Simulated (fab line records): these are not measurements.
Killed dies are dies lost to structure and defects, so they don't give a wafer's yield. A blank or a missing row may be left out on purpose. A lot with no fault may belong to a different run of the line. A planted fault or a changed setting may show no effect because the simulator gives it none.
fab line records    flow berkeley_cmos170    part 1 of 2: steps 1 to 37 of 44
[record] lots = 6  wafers = 18  last_day = 13
route steps=331 shown V1@260 M2@271 V2@292 M3@331
lots that met no fault: from a run of the same line without faults
start_h: hours from the record's first day to the start of the lot's first wafer shown    wait_h: how many hours have passed since the lot's step before this one    " unchanged from the row above    L1.1+2: one row covering several wafers at once    - no value, or no start given    * or withheld: withheld    < > ~ a bound
route shown NAME@n: names a module that has steps shown in the file, with the first one's number in the route    usual: mean/standard deviation taken from wafers without a fault    same: alike in all rows    chamber/n: place in a boat    sites: each site's reading    _std_site: standard deviation of those values    _edge_site: mean of outer sites minus mean of inner sites    radius_mm: for every site, how far away it sits from the centre of the wafer    mask NAME#n: copy n    behind: the tool/chamber that last shaped the wafer    hold: the reason the lot was held/the length of the hold in hours/how it ended    device: which transistor (n, p or np) failed to switch    end of line: tests of these same wafers at the route's end    for a step that has no rows: nothing shown but its recipe    killed: at the first sort, the dies lost to defects and structure; wafer yield is something else    map: the dies of a wafer, with x for killed, . for not killed, _ for no die there
set.NAME: setting as actually run; set.NAME@STEP: the setting as run at that earlier step    model.NAME: the simulator's own value behind a step, which no gauge read
lots at some steps of the route; a table a step, a row a wafer
services: when a tool's chamber went out of use (start_h, in hours from the record's first day, below 0 if earlier), for how many hours, and the reason
[[steps]]
[step UCB170_V1_HMDS_06]
[recipe] prime_time_s = 60  prime_temp_c = 100
[step UCB170_V1_COAT_07]
[recipe] resist = KrF  spin_rpm = 1500  resist_thk_nm = 900
[step UCB170_V1_SOFTBAKE_08]
[recipe] resist = KrF  temp_c = 130  time_s = 60
[step UCB170_V1_EXPOSE_09]
[recipe] mask_id = VIA1  target_cd_nm = 700  na = 0.5  sigma_outer = 0.6  source_shape = conventional  dose_mj = 37
[step UCB170_V1_PEB_10]
[recipe] peb_temp_c = 130  peb_time_s = withheld  resist = KrF
[step UCB170_V1_DEVELOP_11]
[recipe] developer = TMAH  develop_time_s = 45  resist = KrF  dev_temp_c = 21
[step UCB170_V1_CD_MEAS_12]
[recipe] target_cd_nm = 700
[usual] cd_nm = 699.9/1.3
lot.wafer  tool       chamber  start_h  wait_h  cd_nm
L111.1     cd_sem-02  -        187.59   -       698.6
L111.3     "          -        "        "       697.9
L111.4     "          -        "        "       698.9
L119.1     cd_sem-01  -        243.61   -       699.0
L119.4     "          -        "        "       698.9
L119.6     "          -        "        "       699.9
L121.2     cd_sem-02  -        250.66   -       701.0
L121.5     "          -        "        "       700.5
L121.6     "          -        "        "       703.2
L129.3     cd_sem-01  -        280.72   -       699.5
L129.4     "          -        "        "       699.9
L129.6     "          -        "        "       698.9
L131.2     cd_sem-02  -        295.36   -       699.8
L131.5     "          -        "        "       700.4
L131.6     "          -        "        "       700.3
L132.1     cd_sem-02  -        296.97   -       699.1
L132.3     "          -        "        "       700.2
L132.5     "          -        "        "       699.8
[step UCB170_V1_OVL_MEAS_13]
[usual] V1_OVL = 0/4.3
lot.wafer  tool        chamber  start_h  wait_h  V1_OVL[nm]
L111.1     overlay-02  -        187.71   0.1     -4
L111.3     "           -        "        "       -6
L111.4     "           -        "        "       -7
L119.1     overlay-01  -        243.73   0.1     -6
L119.4     "           -        "        "       -3
L119.6     "           -        "        "       1
L121.2     overlay-01  -        250.77   0.1     13
L121.5     "           -        "        "       0
L121.6     "           -        "        "       4
L129.3     overlay-02  -        280.81   0.1     -4
L129.4     "           -        "        "       3
L129.6     "           -        "        "       0
L131.2     overlay-02  -        295.47   0.1     4
L131.5     "           -        "        "       -4
L131.6     "           -        "        "       5
L132.1     overlay-01  -        297.09   0.1     0
L132.3     "           -        "        "       4
L132.5     "           -        "        "       -2
[step UCB170_V1_ETCH_14]
[recipe] chemistry = CHF3/CF4/Ar  target = SiO2  stop_on = Al  CHF3_flow_sccm = 45  cf4_flow_sccm = 15  Ar_flow_sccm = 150  pressure_mtorr = 200  rf_w = 700  target_depth_a = 12500  over_etch_frac = 0.25  time_s = 291
[step UCB170_V1_STRIP_15]
[recipe] chemistry = O2  power_w = 400  pressure_mtorr = 3500  platen_temp_c = withheld  o2_flow_sccm = 400  overash_fraction = 0.5
[usual] drypump_motor_current_A = 5.4/0.41  o2_flow_sccm = 400.0/1.2  oes_product_au = 0.721/0.0043  strip_time_to_endpoint_s = 15.31/0.12
lot.wafer  tool             chamber  start_h  wait_h  drypump_motor_current_A  o2_flow_sccm  oes_product_au  rf_hours_counter_h  strip_time_to_endpoint_s
L111.1     plasma_asher-04  0        187.93   0.1     5.1                      399.5         0.720           44                  15.38
L111.3     "                1        "        "       6.0                      400.0         0.715           -                   15.35
L111.4     "                0        "        "       5.1                      399.2         0.724           -                   15.03
L119.1     plasma_asher-03  1        243.95   0.1     5.8                      398.9         0.721           47                  15.43
L119.4     "                1        "        "       5.7                      398.9         0.720           -                   15.30
L119.6     "                1        "        "       5.7                      397.3         0.726           -                   15.50
L121.2     plasma_asher-04  1        250.98   0.1     5.9                      397.7         0.717           51                  15.28
L121.5     "                0        "        "       5.1                      401.0         0.720           -                   15.31
L121.6     "                1        "        "       5.9                      398.8         0.726           -                   15.34
L129.3     plasma_asher-04  1        281.05   0.1     6.0                      399.7         0.716           -                   15.29
L129.4     "                0        "        "       5.1                      400.9         0.731           -                   15.16
L129.6     "                1        "        "       5.9                      400.5         0.721           -                   15.17
L131.2     plasma_asher-02  1        295.68   0.1     5.0                      399.7         0.717           57                  15.21
L131.5     "                0        "        "       5.5                      399.1         0.719           -                   15.17
L131.6     "                1        "        "       5.0                      400.9         0.720           -                   15.20
L132.1     plasma_asher-04  0        297.31   0.1     5.1                      398.3         0.713           55                  15.35
L132.3     "                0        "        "       5.1                      397.3         0.720           -                   15.38
L132.5     "                1        "        "       5.9                      400.5         0.726           -                   15.40
[step UCB170_V1_CD_MEAS_90]
[recipe] target_cd_nm = 700
[usual] cd_nm = 700.0/1.6
lot.wafer  tool       chamber  start_h  wait_h  cd_nm
L111.1     cd_sem-02  -        188.03   0.1     697.1
L111.3     "          -        "        "       698.4
L111.4     "          -        "        "       697.3
L119.1     cd_sem-02  -        244.05   0.1     698.2
L119.4     "          -        "        "       699.4
L119.6     "          -        "        "       699.3
L121.2     cd_sem-02  -        251.10   0.1     701.6
L121.5     "          -        "        "       700.6
L121.6     "          -        "        "       704.2
L129.3     cd_sem-01  -        281.16   0.1     699.1
L129.4     "          -        "        "       699.9
L129.6     "          -        "        "       698.1
L131.2     cd_sem-01  -        295.80   0.1     700.1
L131.5     "          -        "        "       700.2
L131.6     "          -        "        "       700.6
L132.1     cd_sem-01  -        297.41   0.1     698.9
L132.3     "          -        "        "       700.8
L132.5     "          -        "        "       699.3
[step UCB170_M2_PRE_CLEAN_00]
[recipe] gas = Ar  preclean_etch_time_s = 60
[step UCB170_M2_SPUTTER_01]
[recipe] material = Al  target_thk_nm = 900  time_s = 120  power_w = 6000  chamber_pressure_pa = 0.5
[usual] chamber_pressure_pa = 0.5001/0.00088  throttle_valve_pct = 29.5/1.2
lot.wafer  tool            chamber  start_h  wait_h  chamber_pressure_pa  throttle_valve_pct  model.Al_of_M2_SPUTTER_01.thk_nm
L111.1     pvd_sputter-02  -        188.21   0.0     0.5007               28.2                899.6
L111.3     "               -        "        "       0.4993               30.7                890.3
L111.4     "               -        "        "       0.5006               29.4                900.2
L119.1     pvd_sputter-02  -        244.23   0.0     0.6355               26.0                821.5
L119.4     "               -        "        "       0.6346               25.9                832
L119.6     "               -        "        "       0.6353               25.9                832.8
L121.2     pvd_sputter-02  -        251.27   0.0     0.6351               25.6                826
L121.5     "               -        "        "       0.6357               24.6                832.8
L121.6     "               -        "        "       0.6341               25.4                821.7
L129.3     pvd_sputter-03  -        281.30   0.0     0.4993               29.5                891.2
L129.4     "               -        "        "       0.4993               29.2                896.7
L129.6     "               -        "        "       0.5011               28.8                893
L131.2     pvd_sputter-03  -        295.96   0.0     0.5008               29.3                903.7
L131.5     "               -        "        "       0.5007               29.4                900.4
L131.6     "               -        "        "       0.5014               31.0                912.5
L132.1     pvd_sputter-04  -        297.59   0.0     0.5005               26.7                894.6
L132.3     "               -        "        "       0.5003               31.9                899
L132.5     "               -        "        "       0.4990               29.2                918.5
[step UCB170_M2_RS_MEAS_02]
[recipe] thk_meas_gauge = four-point-probe  reads = Al_of_M2_SPUTTER_01
[usual] M2_AL_RS = 0.0322/0.00033
lot.wafer  tool           chamber  start_h  wait_h  M2_AL_RS[ohm/sq]
L111.1     film_metro-04  -        188.30   0.0     0.0322
L111.3     "              -        "        "       0.0325
L111.4     "              -        "        "       0.0322
L119.1     film_metro-04  -        244.32   0.0     0.0354
L119.4     "              -        "        "       0.0348
L119.6     "              -        "        "       0.0348
L121.2     film_metro-02  -        251.37   0.1     0.0350
L121.5     "              -        "        "       0.0347
L121.6     "              -        "        "       0.0352
L129.3     film_metro-01  -        281.43   0.1     0.0326
L129.4     "              -        "        "       0.0323
L129.6     "              -        "        "       0.0325
L131.2     film_metro-01  -        296.07   0.1     0.0321
L131.5     "              -        "        "       0.0322
L131.6     "              -        "        "       0.0318
L132.1     film_metro-01  -        297.68   0.0     0.0324
L132.3     "              -        "        "       0.0322
L132.5     "              -        "        "       0.0315
[step UCB170_M2_THK_MEAS_03]
[recipe] thk_meas_gauge = xrf  reads = Al_of_M2_SPUTTER_01
[usual] M2_AL_THK = 906/9.7
lot.wafer  tool           chamber  start_h  wait_h  M2_AL_THK[nm]
L111.1     film_metro-04  -        188.42   0.1     894
L111.3     "              -        "        "       884
L111.4     "              -        "        "       904
L119.1     film_metro-04  -        244.44   0.1     825
L119.4     "              -        "        "       834
L119.6     "              -        "        "       838
L121.2     film_metro-02  -        251.48   0.1     829
L121.5     "              -        "        "       844
L121.6     "              -        "        "       830
L129.3     film_metro-01  -        281.53   0.1     898
L129.4     "              -        "        "       904
L129.6     "              -        "        "       896
L131.2     film_metro-01  -        296.18   0.1     909
L131.5     "              -        "        "       910
L131.6     "              -        "        "       919
L132.1     film_metro-01  -        297.80   0.1     903
L132.3     "              -        "        "       911
L132.5     "              -        "        "       923
[step UCB170_M2_HMDS_04]
[recipe] prime_time_s = 60  prime_temp_c = 100
[step UCB170_M2_COAT_05]
[recipe] resist = KrF  spin_rpm = 1500  resist_thk_nm = 900
[step UCB170_M2_SOFTBAKE_06]
[recipe] resist = KrF  temp_c = 130  time_s = 60
[step UCB170_M2_STRIP_07]
[recipe] chemistry = O2  power_w = 400  pressure_mtorr = 3500  platen_temp_c = withheld  o2_flow_sccm = 400  overash_fraction = 0.5
[usual] drypump_motor_current_A = 5.6/0.44  o2_flow_sccm = 400.0/1.1  oes_product_au = 0.734/0.0045  strip_time_to_endpoint_s = 21.98/0.07
lot.wafer  tool             chamber  start_h  wait_h  drypump_motor_current_A  o2_flow_sccm  oes_product_au  rf_hours_counter_h  strip_time_to_endpoint_s
L111.1     plasma_asher-02  0        188.93   0.1     5.5                      400.3         0.739           46                  21.98
L111.3     "                1        "        "       5.0                      400.8         0.737           -                   22.00
L111.4     "                0        "        "       5.5                      401.5         0.739           -                   21.95
L119.1     plasma_asher-02  0        245.02   0.1     5.5                      401.6         0.742           51                  21.89
L119.4     "                1        "        "       5.0                      398.5         0.722           -                   21.91
L119.6     "                1        "        "       5.0                      399.0         0.734           -                   21.93
L121.2     plasma_asher-01  1        252.27   0.1     5.6                      399.1         0.734           16                  21.98
L121.5     "                0        "        "       6.2                      401.7         0.736           -                   21.91
L121.6     "                1        "        "       5.6                      400.2         0.733           -                   21.94
L129.3     plasma_asher-04  1        282.28   0.1     6.0                      400.2         0.730           -                   21.93
L129.4     "                0        "        "       5.1                      400.8         0.741           -                   21.87
L129.6     "                1        "        "       6.0                      400.9         0.733           -                   21.85
L131.2     plasma_asher-02  1        297.24   0.1     5.0                      398.5         0.736           57                  21.94
L131.5     "                1        "        "       5.0                      398.7         0.739           -                   22.00
L131.6     "                0        "        "       5.5                      400.7         0.739           -                   22.08
L132.1     plasma_asher-02  1        298.31   0.1     5.0                      400.1         0.729           58                  22.05
L132.3     "                1        "        "       5.0                      399.6         0.740           -                   21.98
L132.5     "                0        "        "       5.5                      399.9         0.733           -                   22.05
[step UCB170_M2_STRIP_08]
[recipe] chemistry = DMSO  temp_c = 80  time_s = 600  material = KrF
[step UCB170_M2_COAT_09]
[recipe] resist = BARC  temp_c = withheld  time_s = withheld  spin_rpm = 3000  resist_thk_nm = withheld
[step UCB170_M2_COAT_10]
[recipe] resist = KrF  spin_rpm = 1500  resist_thk_nm = 900
[step UCB170_M2_SOFTBAKE_11]
[recipe] resist = KrF  temp_c = 130  time_s = 60
[step UCB170_M2_EXPOSE_12]
[recipe] mask_id = METAL2  target_cd_nm = 700  na = 0.5  sigma_outer = 0.6  source_shape = conventional  dose_mj = 26
[step UCB170_M2_PEB_13]
[recipe] peb_temp_c = 130  peb_time_s = withheld  resist = KrF
[step UCB170_M2_DEVELOP_14]
[recipe] developer = TMAH  develop_time_s = 45  resist = KrF  dev_temp_c = 21
[step UCB170_M2_CD_MEAS_15]
[recipe] target_cd_nm = 700
[usual] cd_nm = 700.3/1.6
lot.wafer  tool       chamber  start_h  wait_h  cd_nm
L111.1     cd_sem-01  -        190.67   -       701.1
L111.3     "          -        "        "       700.3
L111.4     "          -        "        "       700.1
L119.1     cd_sem-01  -        246.17   -       700.7
L119.4     "          -        "        "       699.5
L119.6     "          -        "        "       700.4
L121.2     cd_sem-02  -        253.51   -       701.4
L121.5     "          -        "        "       700.6
L121.6     "          -        "        "       702.5
L129.3     cd_sem-02  -        284.09   -       701.3
L129.4     "          -        "        "       702.2
L129.6     "          -        "        "       700.7
L131.2     cd_sem-02  -        298.38   -       702.7
L131.5     "          -        "        "       701.8
L131.6     "          -        "        "       702.7
L132.1     cd_sem-02  -        299.44   -       699.8
L132.3     "          -        "        "       698.9
L132.5     "          -        "        "       698.0
[step UCB170_M2_OVL_MEAS_16]
[usual] M2_OVL = -1/5.3
lot.wafer  tool        chamber  start_h  wait_h  M2_OVL[nm]
L111.1     overlay-02  -        190.79   0.1     2
L111.3     "           -        "        "       3
L111.4     "           -        "        "       -1
L119.1     overlay-01  -        246.29   0.1     -3
L119.4     "           -        "        "       8
L119.6     "           -        "        "       2
L121.2     overlay-01  -        253.61   0.1     0
L121.5     "           -        "        "       -7
L121.6     "           -        "        "       1
L129.3     overlay-02  -        284.19   0.1     -5
L129.4     "           -        "        "       -2
L129.6     "           -        "        "       -3
L131.2     overlay-01  -        298.49   0.1     -4
L131.5     "           -        "        "       -5
L131.6     "           -        "        "       -4
L132.1     overlay-02  -        299.56   0.1     2
L132.3     "           -        "        "       1
L132.5     "           -        "        "       1
[step UCB170_M2_ETCH_17]
[recipe] chemistry = N2/H2  target_depth_a = withheld  overetch_a = withheld  target = BARC  time_s = withheld  source_w = 500  bias_w = 100  pressure_mtorr = 30  n2_flow_sccm = 100  h2_flow_sccm = 200
[usual] drypump_motor_current_A = 5.7/0.51  oes_product_au = 1.010/0.014  throttle_valve_pct = 13.37/0.24
lot.wafer  tool         chamber  start_h  wait_h  drypump_motor_current_A  oes_product_au  throttle_valve_pct
L111.1     rie_diel-02  2        190.82   0.0     5.7                      1.001           13.64
L111.3     "            1        "        "       5.8                      0.990           13.57
L111.4     "            0        "        "       5.3                      1.005           13.16
L119.1     rie_diel-03  2        246.33   0.0     6.2                      1.008           13.46
L119.4     "            1        "        "       5.2                      1.029           13.59
L119.6     "            2        "        "       6.2                      1.001           13.47
L121.2     rie_diel-04  1        253.64   0.0     6.6                      1.005           13.24
L121.5     "            0        "        "       5.1                      1.034           13.46
L121.6     "            1        "        "       6.6                      1.017           13.23
L129.3     rie_diel-02  1        284.21   0.0     5.8                      0.986           13.57
L129.4     "            0        "        "       5.3                      1.002           13.16
L129.6     "            3        "        "       5.1                      1.016           13.34
L131.2     rie_diel-02  3        298.52   0.0     5.1                      1.012           13.34
L131.5     "            3        "        "       5.1                      1.019           13.35
L131.6     "            2        "        "       5.7                      1.007           13.64
L132.1     rie_diel-03  1        299.59   0.0     5.2                      1.041           13.58
L132.3     "            3        "        "       5.7                      1.002           12.90
L132.5     "            1        "        "       5.2                      1.036           13.62
[step UCB170_M2_METAL_ETCH_18]
[recipe] chemistry = Cl2/BCl3  target = Al  stop_on = SiO2  pressure_mtorr = 12  target_depth_a = 11700  over_etch_frac = 0.3  time_s = 195  icp_w = 600  bias_w = 120  Cl2_flow_sccm = 90  bcl3_flow_sccm = 45
[usual] drypump_motor_current_A = 5.46/0.28  oes_product_au = 0.857/0.014  throttle_valve_pct = 24.3/0.3
[same] over_etch_frac = 0.3
lot.wafer  tool          chamber  start_h  wait_h  drypump_motor_current_A  oes_product_au  rf_hours_counter_h  throttle_valve_pct
L111.1     rie_metal-01  1        190.86   -       5.05                     0.863           10                  24.3
L111.3     "             0        "        "       5.41                     0.850           -                   24.2
L111.4     "             1        "        "       5.07                     0.861           -                   24.3
L119.1     rie_metal-03  0        246.37   -       5.77                     0.797           11                  24.6
L119.4     "             1        "        "       5.39                     0.834           -                   24.8
L119.6     "             1        "        "       5.35                     0.829           -                   24.8
L121.2     rie_metal-03  0        253.68   -       5.80                     0.795           11                  24.6
L121.5     "             0        "        "       5.78                     0.799           -                   24.6
L121.6     "             1        "        "       5.35                     0.827           -                   24.8
L129.3     rie_metal-04  0        284.31   -       5.83                     0.859           -                   24.0
L129.4     "             1        "        "       5.38                     0.850           -                   24.0
L129.6     "             1        "        "       5.37                     0.837           -                   24.0
L131.2     rie_metal-04  0        298.56   -       5.85                     0.871           6                   23.9
L131.5     "             1        "        "       5.41                     0.836           -                   24.0
L131.6     "             0        "        "       5.86                     0.874           -                   24.0
L132.1     rie_metal-03  1        299.64   -       5.39                     0.875           8                   24.8
L132.3     "             0        "        "       5.79                     0.837           -                   24.6
L132.5     "             0        "        "       5.78                     0.849           -                   24.6
[step UCB170_M2_STRIP_19]
[recipe] chemistry = O2  power_w = 400  pressure_mtorr = 3500  platen_temp_c = withheld  o2_flow_sccm = 400  overash_fraction = 0.5
[usual] drypump_motor_current_A = 5.6/0.44  o2_flow_sccm = 399.7/1.1  oes_product_au = 0.535/0.019
lot.wafer  tool             chamber  start_h  wait_h  drypump_motor_current_A  o2_flow_sccm  oes_product_au  rf_hours_counter_h
L111.1     plasma_asher-01  1        191.05   0.1     5.6                      400.1         0.526           9
L111.3     "                0        "        "       6.2                      398.9         0.515           -
L111.4     "                1        "        "       5.6                      401.2         0.517           -
L119.1     plasma_asher-02  0        246.56   0.1     5.5                      399.3         0.518           51
L119.4     "                1        "        "       5.0                      398.3         0.542           -
L119.6     "                1        "        "       5.0                      399.9         0.540           -
L121.2     plasma_asher-02  0        253.87   0.1     5.5                      401.0         0.528           53
L121.5     "                1        "        "       5.0                      401.0         0.517           -
L121.6     "                0        "        "       5.5                      397.7         0.538           -
L129.3     plasma_asher-01  0        284.47   0.1     6.2                      401.1         0.572           -
L129.4     "                1        "        "       5.6                      398.3         0.535           -
L129.6     "                0        "        "       6.2                      401.5         0.541           -
L131.2     plasma_asher-01  1        298.75   0.1     5.6                      399.3         0.563           21
L131.5     "                0        "        "       6.2                      399.9         0.514           -
L131.6     "                1        "        "       5.6                      401.6         0.563           -
L132.1     plasma_asher-04  0        299.82   0.1     5.1                      399.3         0.549           56
L132.3     "                0        "        "       5.0                      400.1         0.516           -
L132.5     "                0        "        "       5.0                      401.6         0.516           -
[step UCB170_M2_CD_MEAS_90]
[recipe] target_cd_nm = 700
[usual] cd_nm = 700/3.6
lot.wafer  tool       chamber  start_h  wait_h  cd_nm
L111.1     cd_sem-02  -        191.22   0.1     700
L111.3     "          -        "        "       695
L111.4     "          -        "        "       700
L119.1     cd_sem-02  -        246.66   0.1     699
L119.4     "          -        "        "       702
L119.6     "          -        "        "       702
L121.2     cd_sem-02  -        253.99   0.1     702
L121.5     "          -        "        "       700
L121.6     "          -        "        "       704
L129.3     cd_sem-02  -        284.58   0.1     705
L129.4     "          -        "        "       702
L129.6     "          -        "        "       703
L131.2     cd_sem-01  -        298.87   0.1     708
L131.5     "          -        "        "       700
L131.6     "          -        "        "       703
L132.1     cd_sem-01  -        299.92   0.1     703
L132.3     "          -        "        "       695
L132.5     "          -        "        "       694
[step UCB170_V2_CVD_00]
[recipe] material = SiO2  target_thk_nm = 2000  temp_c = 390  precursor = TEOS/O2  time_s = 250  rf_w = 550  pressure_mtorr = 9000
[step UCB170_V2_THK_MEAS_01]
[recipe] reads = SiO2_of_V2_CVD_00
[usual] V2_TEOS_THK = 2002/24
lot.wafer  tool           chamber  start_h  wait_h  V2_TEOS_THK[nm]
L111.1     film_metro-03  -        191.50   0.1     1976
L111.3     "              -        "        "       2005
L111.4     "              -        "        "       2013
L119.1     film_metro-01  -        246.93   0.1     1971
L119.4     "              -        "        "       1996
L119.6     "              -        "        "       1982
L121.2     film_metro-03  -        254.26   0.1     1973
L121.5     "              -        "        "       2019
L121.6     "              -        "        "       1991
L129.3     film_metro-02  -        284.83   0.1     1994
L129.4     "              -        "        "       2025
L129.6     "              -        "        "       2024
L131.2     film_metro-02  -        299.13   0.1     1983
L131.5     "              -        "        "       2006
L131.6     "              -        "        "       1997
L132.1     film_metro-03  -        300.20   0.1     2003
L132.3     "              -        "        "       2024
L132.5     "              -        "        "       2022
[step UCB170_V2_CMP_02]
[recipe] material = SiO2  down_force_psi = 6  platen_rpm = 60  pad_velocity_m_s = 0.75398
[usual] motor_current_A = 16.6/1.5
lot.wafer  tool    chamber  start_h  wait_h  motor_current_A
L111.4     cmp-02  1        191.61   0.1     17.5
L111.3     "       2        "        "       15.9
L111.1     "       3        "        "       14.7
L119.4     cmp-01  2        247.04   0.1     15.7
L119.1     "       0        "        "       14.2
L119.6     "       2        "        "       17.0
L121.2     cmp-01  0        254.62   0.4     15.5
L121.6     "       2        "        "       17.4
L121.5     "       3        "        "       17.9
L129.4     cmp-01  2        284.87   0.0     18.2
L129.3     "       0        "        "       14.8
L129.6     "       3        "        "       16.6
L131.2     cmp-02  1        299.23   0.1     15.8
L131.6     "       0        "        "       17.9
L131.5     "       1        "        "       17.0
L132.1     cmp-01  3        300.31   0.1     18.2
L132.3     "       0        "        "       14.5
L132.5     "       3        "        "       18.0
[step UCB170_V2_BOW_MEAS_03]
[recipe] mode = bow
[usual] V2_BOW = 35/7.4
lot.wafer  tool           chamber  start_h  wait_h  V2_BOW[um]
L111.1     film_metro-02  -        191.90   0.1     43
L111.3     "              -        "        "       42
L111.4     "              -        "        "       40
L119.1     film_metro-03  -        247.29   0.1     35
L119.4     "              -        "        "       44
L119.6     "              -        "        "       40
L121.2     film_metro-03  -        254.84   0.2     45
L121.5     "              -        "        "       56
L121.6     "              -        "        "       32
L129.3     film_metro-02  -        285.21   0.2     36
L129.4     "              -        "        "       24
L129.6     "              -        "        "       36
L131.2     film_metro-01  -        299.50   0.2     50
L131.5     "              -        "        "       30
L131.6     "              -        "        "       42
L132.1     film_metro-02  -        300.56   0.2     28
L132.3     "              -        "        "       29
L132.5     "              -        "        "       19
[step UCB170_V2_THK_MEAS_04]
[recipe] reads = SiO2_of_V2_CVD_00
[usual] V2_POLISHED_THK = 1000.7/1.4
lot.wafer  tool           chamber  start_h  wait_h  V2_POLISHED_THK[nm]
L111.1     film_metro-02  -        192.02   0.1     999.8
L111.3     "              -        "        "       997.3
L111.4     "              -        "        "       1000.1
L119.1     film_metro-03  -        247.41   0.1     1001.5
L119.4     "              -        "        "       1003.1
L119.6     "              -        "        "       1002.5
L121.2     film_metro-03  -        254.95   0.1     1001.4
L121.5     "              -        "        "       1000.4
L121.6     "              -        "        "       1002.2
L129.3     film_metro-02  -        285.31   0.1     1001.4
L129.4     "              -        "        "       1002.4
L129.6     "              -        "        "       1000.0
L131.2     film_metro-01  -        299.61   0.1     1000.3
L131.5     "              -        "        "       999.1
L131.6     "              -        "        "       998.7
L132.1     film_metro-02  -        300.68   0.1     999.6
L132.3     "              -        "        "       1001.4
L132.5     "              -        "        "       1000.1
[[key]]
[first_sign] step = UCB170_M2_SPUTTER_01  reading = chamber_pressure_pa  direction = up  sigmas = 99+  usual = 0.5001  struck = 0.6350
[effect] step = UCB170_M2_SPUTTER_01  reading = throttle_valve_pct  direction = down  sigmas = 3.3  usual = 29.5  struck = 25.6
[effect] step = UCB170_M2_RS_MEAS_02  reading = M2_AL_RS  direction = up  sigmas = 8.5  usual = 0.0322  struck = 0.0350
[effect] step = UCB170_M2_THK_MEAS_03  reading = M2_AL_THK  direction = down  sigmas = 7.4  usual = 906  struck = 834
[effect] step = UCB170_M2_METAL_ETCH_18  reading = oes_product_au  direction = down  sigmas = 3.1  usual = 0.857  struck = 0.813
[model_effect] step = UCB170_M2_SPUTTER_01  value = Al_of_M2_SPUTTER_01.thk_nm  without = 894.8  struck = 827.8
[model_effect] step = UCB170_V2_ETCH_14  value = Al_of_M2_SPUTTER_01.thk_nm  without = 893.6  struck = 826.6
met_at UCB170_M2_SPUTTER_01
struck_wafers L119.1,L119.4,L119.6,L121.2,L121.5,L121.6
onset_between 188.21 244.23
[fault] kind = process_parameter_drift  tool = pvd_sputter-02  chamber = -  onset_h = 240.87  steps = UCB170_M2_SPUTTER_01  channel = chamber_pressure_pa  offset = 0.13504  shape = step  end_h = 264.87  acts_in = these_recipes_only  stated = 0.5
